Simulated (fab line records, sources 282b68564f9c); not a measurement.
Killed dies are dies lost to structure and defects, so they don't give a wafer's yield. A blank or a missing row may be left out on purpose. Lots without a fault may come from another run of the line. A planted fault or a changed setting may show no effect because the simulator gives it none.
fab line records | flow rit_cmos
record lots=5 wafers=15 last_day=7
route steps=202 shown PWELL@44 WELLDRIVE@50 NWELL@51 NRETRO@53 M1@202
lots that met no fault: from a run of the same line without faults
start_h: hours from the record's first day to the start of the lot's first wafer shown | wait_h: hours since the lot's step before | " the same as in the row above | L1.1+2: a row that stands for several wafers | - no value, or no start given | * or withheld: withheld | < > ~ a bound
route shown NAME@n: a module of which the file shows steps, and the number in the route of the first | usual: mean/standard deviation of fault-free wafers | same: alike in all rows | chamber/n: place in a boat | sites: the reading at each site | _std_site: their standard deviation | _edge_site: outer sites' mean less inner sites' | radius_mm: how far each site lies from the wafer's centre | mask NAME#n: copy n | behind: the tool/chamber that last shaped the wafer | hold: why the lot was held/for how many hours/how that ended | device: the transistor (n, p or np) that didn't switch | end of line: the same wafers' tests at the end of the route | a step without rows: its recipe alone | killed: dies lost to structure and defects at the first sort, not the wafer's yield | map: a wafer's dies, x killed, . not, _ none there
set.NAME: the setting as run; set.NAME@STEP: as run at that earlier step | model.NAME: the simulator's own value behind a step, which no gauge read
lots at some steps of the route; a table a step, a row a wafer
services: from which hour (start_h, from the record's first day; less than 0 if before it) a tool's chamber was out of use, for how many hours, and why
## steps
# step RIT_PWELL_DEVELOP_05
# recipe resist=NOVOLAK develop_time_s=68 dev_temp_c=23
# step RIT_PWELL_OVL_MEAS_06
# usual PWELL_OVL=1.4/1.3
# columns lot.wafer tool chamber start_h wait_h PWELL_OVL[nm]
L194.1 overlay-01 - 41.84 - 2.9
L194.2 " - " " 3.0
L194.3 " - " " 2.7
L196.4 overlay-02 - 52.36 - 1.2
L196.5 " - " " 1.0
L196.6 " - " " 2.3
L199.2 overlay-02 - 67.28 - -1.2
L199.3 " - " " -1.2
L199.5 " - " " -0.2
L210.3 overlay-01 - 122.05 - 2.3
L210.4 " - " " -0.3
L210.5 " - " " 0.9
L212.2 overlay-01 - 133.28 - 2.0
L212.3 " - " " 3.1
L212.5 " - " " 3.8
# step RIT_PWELL_HARDBAKE_07
# recipe resist=NOVOLAK temp_c=140 time_s=120
# step RIT_PWELL_IMPLANT_08
# recipe species=B energy_kev=167 dose_cm2=7e+13 tilt_deg=7
# step RIT_PWELL_STRIP_09
# recipe chemistry=O2 time_s=180 resist=NOVOLAK platen_temp_c=withheld power_w=500 pressure_mtorr=4000 o2_flow_sccm=4000
# usual drypump_motor_current_A=5.6/0.52
# same time_s=180
# columns lot.wafer tool chamber start_h wait_h drypump_motor_current_A rf_hours_counter_h
L194.1 plasma_asher-03 0 42.28 0.1 5.8 41
L194.2 " 1 " " 6.1 41
L194.3 " 1 " " 6.1 -
L196.4 plasma_asher-04 1 52.83 0.1 6.4 -
L196.5 " 1 " " 6.4 -
L196.6 " 0 " " 5.9 -
L199.2 plasma_asher-03 1 67.71 0.1 6.0 44
L199.3 " 1 " " 6.1 -
L199.5 " 0 " " 5.8 -
L210.3 plasma_asher-04 1 122.54 0.1 6.4 -
L210.4 " 0 " " 5.9 -
L210.5 " 0 " " 5.9 -
L212.2 plasma_asher-02 1 133.71 0.1 4.9 35
L212.3 " 0 " " 5.1 -
L212.5 " 0 " " 5.1 -
# step RIT_PWELL_TW_MEAS_10
# usual PWELL_TW=961/4.9
# columns lot.wafer tool chamber start_h wait_h PWELL_TW
L194.1 film_metro-03 - 42.45 0.1 965
L194.2 " - " " 967
L194.3 " - " " 968
L196.4 film_metro-01 - 52.98 0.1 966
L196.5 " - " " 964
L196.6 " - " " 962
L199.2 film_metro-03 - 67.90 0.1 969
L199.3 " - " " 969
L199.5 " - " " 960
L210.3 film_metro-04 - 122.67 0.1 960
L210.4 " - " " 963
L210.5 " - " " 958
L212.2 film_metro-01 - 133.90 0.1 968
L212.3 " - " " 969
L212.5 " - " " 966
# step RIT_WELLDRIVE_ANNEAL_00
# recipe temp_c=1100 time_s=14700 ambient=N2
# step RIT_WELLDRIVE_RS_MEAS_01
# recipe thk_meas_gauge=four-point-probe
# usual NWELL_RS=278.1/0.75
# columns lot.wafer tool chamber start_h wait_h NWELL_RS[ohm/sq]
L194.1 film_metro-01 - 47.59 0.0 277.5
L194.2 " - " " 277.9
L194.3 " - " " 278.9
L196.4 film_metro-04 - 58.15 0.1 278.9
L196.5 " - " " 279.1
L196.6 " - " " 279.3
L199.2 film_metro-01 - 73.05 0.0 277.8
L199.3 " - " " 278.2
L199.5 " - " " 277.6
L210.3 film_metro-01 - 127.84 0.0 277.6
L210.4 " - " " 278.0
L210.5 " - " " 278.0
L212.2 film_metro-01 - 139.05 0.0 279.1
L212.3 " - " " 279.6
L212.5 " - " " 278.9
# step RIT_WELLDRIVE_RS_MEAS_02
# recipe thk_meas_gauge=four-point-probe
# usual PWELL_RS=429.8/1.5
# columns lot.wafer tool chamber start_h wait_h PWELL_RS[ohm/sq]
L194.1 film_metro-01 - 47.71 0.1 430.3
L194.2 " - " " 429.0
L194.3 " - " " 429.9
L196.4 film_metro-04 - 58.27 0.1 430.6
L196.5 " - " " 430.7
L196.6 " - " " 430.9
L199.2 film_metro-01 - 73.17 0.1 430.0
L199.3 " - " " 430.8
L199.5 " - " " 430.3
L210.3 film_metro-01 - 127.96 0.1 430.7
L210.4 " - " " 430.5
L210.5 " - " " 432.0
L212.2 film_metro-01 - 139.17 0.1 429.2
L212.3 " - " " 429.7
L212.5 " - " " 428.8
# step RIT_NRETRO_HMDS_00
# recipe prime_time_s=60 prime_temp_c=140
# step RIT_NRETRO_COAT_01
# recipe resist=NOVOLAK spin_rpm=2000 resist_thk_nm=1300
# step RIT_NRETRO_SOFTBAKE_02
# recipe resist=NOVOLAK temp_c=90 time_s=60
# step RIT_NRETRO_EXPOSE_03
# recipe mask_id=M4 na=0.57 target_cd_nm=43900 dose_mj=250
# usual exposure_dose_mJ_cm2=250.02/0.25 reticle_temp_C=23.02/0.095
# columns lot.wafer tool chamber start_h wait_h mask exposure_dose_mJ_cm2 reticle_temp_C
L194.1 iline_stepper-02 0 48.41 0.2 M4#0 250.03 23.04
L194.2 " 0 " " M4#0 249.89 23.00
L194.3 " 0 " " M4#0 249.98 23.04
L196.4 iline_stepper-01 0 58.97 0.2 M4#0 249.91 22.98
L196.5 " 0 " " M4#0 250.03 23.11
L196.6 " 0 " " M4#0 249.99 22.94
L199.2 iline_stepper-01 0 73.74 0.1 M5#0 250.54 23.26
L199.3 " 0 " " M5#0 250.53 23.11
L199.5 " 0 " " M5#0 250.23 23.22
L210.3 iline_stepper-02 0 128.53 0.1 M4#0 250.09 23.03
L210.4 " 0 " " M4#0 250.04 23.08
L210.5 " 0 " " M4#0 250.11 23.05
L212.2 iline_stepper-02 0 139.74 0.1 M4#0 250.11 23.16
L212.3 " 0 " " M4#0 250.17 23.03
L212.5 " 0 " " M4#0 249.90 23.09
# step RIT_NRETRO_PEB_04
# recipe resist=NOVOLAK temp_c=withheld time_s=withheld
# step RIT_NRETRO_DEVELOP_05
# recipe resist=NOVOLAK develop_time_s=68 dev_temp_c=23
# step RIT_NRETRO_OVL_MEAS_06
# usual NRETRO_OVL=-0.2/1.3
# columns lot.wafer tool chamber start_h wait_h NRETRO_OVL[nm]
L194.1 overlay-01 - 48.93 - -0.7
L194.2 " - " " 0.3
L194.3 " - " " 0.7
L196.4 overlay-01 - 59.36 - 1.0
L196.5 " - " " 1.0
L196.6 " - " " 0.9
L199.2 overlay-01 - 74.16 - -
L199.3 " - " " -
L199.5 " - " " -
L210.3 overlay-02 - 129.13 - -1.0
L210.4 " - " " -1.2
L210.5 " - " " -1.9
L212.2 overlay-01 - 140.15 - 0.6
L212.3 " - " " 0.3
L212.5 " - " " -0.6
# step RIT_NRETRO_HARDBAKE_07
# recipe resist=NOVOLAK temp_c=140 time_s=120
# step RIT_NRETRO_IMPLANT_08
# recipe species=P energy_kev=70 dose_cm2=1e+13 tilt_deg=7
# step RIT_NRETRO_STRIP_09
# recipe chemistry=O2 time_s=180 resist=NOVOLAK platen_temp_c=withheld power_w=500 pressure_mtorr=4000 o2_flow_sccm=4000
# usual drypump_motor_current_A=5.5/0.54
# same time_s=180
# columns lot.wafer tool chamber start_h wait_h drypump_motor_current_A rf_hours_counter_h
L194.1 plasma_asher-03 1 49.37 0.1 6.1 42
L194.2 " 0 " " 5.8 42
L194.3 " 1 " " 6.1 -
L196.4 plasma_asher-03 0 59.83 0.1 5.8 -
L196.5 " 0 " " 5.8 -
L196.6 " 1 " " 6.1 -
L199.2 plasma_asher-02 0 74.59 0.1 5.1 29
L199.3 " 0 " " 5.1 -
L199.5 " 1 " " 4.9 -
L210.3 plasma_asher-02 0 129.61 0.1 5.1 -
L210.4 " 1 " " 4.9 -
L210.5 " 0 " " 5.1 -
L212.2 plasma_asher-02 0 140.58 0.1 5.1 36
L212.3 " 1 " " 4.9 -
L212.5 " 0 " " 5.1 -
# step RIT_NRETRO_TW_MEAS_10
# usual NRETRO_TW=1055/7.4
# columns lot.wafer tool chamber start_h wait_h hold NRETRO_TW
L194.1 film_metro-04 - 49.54 0.1 - 1052
L194.2 " - " " - 1049
L194.3 " - " " - 1056
L196.4 film_metro-03 - 59.98 0.1 - 1060
L196.5 " - " " - 1069
L196.6 " - " " - 1066
L199.2 film_metro-04 - 74.77 0.1 await_dispo/0.2h/release 30
L199.3 " - " " await_dispo/0.2h/release 30
L199.5 " - " " await_dispo/0.2h/release 30
L199.2 film_metro-04 - 75.00 0.2 - 30
L199.3 " - " " - 30
L199.5 " - " " - 30
L210.3 film_metro-02 - 129.74 0.1 - 1054
L210.4 " - " " - 1049
L210.5 " - " " - 1061
L212.2 film_metro-04 - 140.77 0.1 - 1057
L212.3 " - " " - 1067
L212.5 " - " " - 1060
# step RIT_M1_PROBE_99
# usual defect_limited_yield=97.4/1.2 killed_at_M0_to_M3=0.0/0.12 killed_at_front_end=7/3 killed_dies=7/3 killed_open=3.5/2 killed_short=3.4/2 sort_bin_3_pad_short=0.1/0.19 sort_bin_5_function=1.5/0.77 sort_bin_6_memory=1.0/0.7 sort_n_pass=257/3 sort_yield_pct=97.4/1.2
# same gross_dies=264 killed_at_M4_up=0 killed_at_back_side=0 killed_at_contacts=0 killed_at_other=0
# columns lot.wafer tool chamber start_h wait_h defect_limited_yield[%] killed_at_M0_to_M3 killed_at_front_end killed_dies killed_open killed_short sort_bin_3_pad_short[%] sort_bin_5_function[%] sort_bin_6_memory[%] sort_n_pass sort_yield_pct[%]
L194.1 prober-01 - 76.04 0.1 98.9 0 3 3 0 3 0 0.8 0.4 261 98.9
L194.2 prober-01 - 76.09 0.1 97.7 0 6 6 4 2 0 1.5 0.8 258 97.7
L194.3 prober-01 - 76.14 0.2 95.1 0 13 13 6 7 0.4 3.8 0.8 251 95.1
L196.4 prober-01 - 88.95 0.2 98.1 0 5 5 2 3 0 0.8 1.1 259 98.1
L196.5 prober-01 - 89.00 0.2 98.5 0 4 4 2 2 0.4 0.4 0.8 260 98.5
L196.6 prober-01 - 89.05 0.2 98.5 0 4 4 2 2 0.4 0.8 0.4 260 98.5
L210.3 prober-01 - 156.98 0.2 97.3 0 7 7 6 1 0 1.9 0.8 257 97.3
L210.4 prober-01 - 157.03 0.2 95.5 0 12 12 7 5 0 1.5 3.0 252 95.5
L210.5 prober-01 - 157.08 0.2 96.2 1 9 10 6 4 0 2.7 1.1 254 96.2
L212.2 prober-01 - 169.19 0.1 97.7 0 6 6 4 2 0 2.3 0 258 97.7
L212.3 prober-01 - 169.24 0.2 97.0 0 8 8 2 6 0 1.5 1.5 256 97.0
L212.5 prober-01 - 169.34 0.2 98.9 0 3 3 0 3 0 0.8 0.4 261 98.9
# killed by level:class
L194.1 REOX:geometric_particle:short=1 SPACER:geometric_particle:short=1 SILICIDE:geometric_particle:short=1
L194.2 SILICIDE:geometric_particle:open=2 FOX1:geometric_particle:open=1 GATE:geometric_particle:short=1 GATE:geometric_particle:open=1 REOX:geometric_particle:short=1
L194.3 FOX1:geometric_particle:short=3 GATE:geometric_particle:open=3 SPACER:geometric_particle:short=2 SILICIDE:geometric_particle:open=2 FOX1:geometric_particle:open=1 FOX2:geometric_particle:short=1 GATE:geometric_particle:short=1
L196.4 FOX2:geometric_particle:open=1 FOX2:geometric_particle:short=1 REOX:geometric_particle:short=1 SILICIDE:geometric_particle:open=1 SILICIDE:geometric_particle:short=1
L196.5 FOX2:geometric_particle:short=1 GATE:geometric_particle:short=1 REOX:geometric_particle:open=1 SILICIDE:geometric_particle:open=1
L196.6 SILICIDE:geometric_particle:short=2 GATE:geometric_particle:open=1 REOX:geometric_particle:open=1
L210.3 GATE:geometric_particle:open=3 FOX1:geometric_particle:open=1 REOX:geometric_particle:open=1 SILICIDE:geometric_particle:open=1 STARTING-WAFER:geometric_particle:short=1
L210.4 GATE:geometric_particle:open=5 GATE:geometric_particle:short=4 FOX1:geometric_particle:open=1 SILICIDE:geometric_particle:short=1 SILICIDE:geometric_particle:open=1
L210.5 FOX1:geometric_particle:open=2 GATE:geometric_particle:open=2 REOX:geometric_particle:open=2 FOX1:geometric_particle:short=1 GATE:geometric_particle:short=1 SPACER:geometric_particle:short=1 M1:geometric_particle:short=1
L212.2 SILICIDE:geometric_particle:open=2 FOX1:geometric_particle:open=1 FOX1:geometric_particle:short=1 GATE:geometric_particle:short=1 GATE:geometric_particle:open=1
L212.3 SPACER:geometric_particle:short=3 SILICIDE:geometric_particle:short=2 SILICIDE:geometric_particle:open=2 GATE:geometric_particle:short=1
L212.5 SILICIDE:geometric_particle:short=2 GATE:geometric_particle:short=1
## services
# columns tool chamber start_h hours kind
iline_stepper-01 - 33.92 3.8 repair
iline_stepper-02 - 43.42 1.7 pm
plasma_asher-02 - 106.27 1.4 repair
iline_stepper-01 - 132.14 9.0 repair
iline_stepper-01 - 136.94 1.6 repair
## key
first_sign step=RIT_NRETRO_EXPOSE_03 reading=mask direction=changed
effect step=RIT_NRETRO_OVL_MEAS_06 reading=NRETRO_OVL direction=missing
effect step=RIT_NRETRO_TW_MEAS_10 reading=visit direction=added
effect step=RIT_NRETRO_TW_MEAS_10 reading=NRETRO_TW direction=down sigmas=99+ usual=1055 struck=30
met_at RIT_NRETRO_EXPOSE_03
struck_wafers L199.2,L199.3,L199.5
scrapped_behind RIT_NRETRO_TW_MEAS_10 L199.2,L199.3,L199.5
onset_between 58.97 73.74
fault kind=wrong_mask tool=any chamber=- onset_h=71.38 steps=RIT_NRETRO_EXPOSE_03 aux_copy=M5#0 scope=struck_lots_only
